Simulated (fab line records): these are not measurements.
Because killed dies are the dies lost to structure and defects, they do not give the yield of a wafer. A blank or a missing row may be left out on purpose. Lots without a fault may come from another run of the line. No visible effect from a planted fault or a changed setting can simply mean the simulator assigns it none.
Chamber matching | flow berkeleyCmos170 | 4 sister chambers for UCB170_CONTACT_ETCH_17 on rieDiel-02
The step etches BARC in N2/H2. 4 wafers are shown with their chamber, then 8 later ones without.

## EACH WAFER AND ITS CHAMBER
wafer  | chamber | throttleValvePct (%)
L451.4 | 0       | 13.18
L453.1 | 2       | 13.60
L453.3 | 3       | 13.38
L454.1 | 1       | 13.18

## WAFERS WITH NO CHAMBER GIVEN
wafer  | throttleValvePct (%)
L454.5 | 13.18
L454.6 | 13.41
L455.1 | 13.40
L455.4 | 13.61
L455.6 | 13.60
L461.1 | 13.17
L461.2 | 13.41
L461.4 | 13.19

## WHICH CHAMBER EACH WENT THROUGH
wafer  | from the rows above     | in truth
L454.5 | can't be placed: 0 or 1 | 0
L454.6 | 3                       | 3
L455.1 | 3                       | 3
L455.4 | 2                       | 2
L455.6 | 2                       | 2
L461.1 | can't be placed: 0 or 1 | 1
L461.2 | 3                       | 3
L461.4 | can't be placed: 0 or 1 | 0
Correctly placed: 5 of 8. Not placeable from these rows: 3 (in 3, the candidates include the true chamber). Number placed wrongly: 0.
How it was worked out, from the rows above alone: a wafer's distance from a chamber is the root of the sum, over the readings, of the square of ((its reading less the chamber's mean) divided by the reading's scatter). If the next closest chamber is less than 2 further off than the closest, the wafer can't be placed; otherwise it belongs to the closest. The mean given for a chamber averages the wafers shown for that chamber. The scatter: root of mean squared gap, hidden wafer to nearest shown wafer, with one shown wafer a chamber.
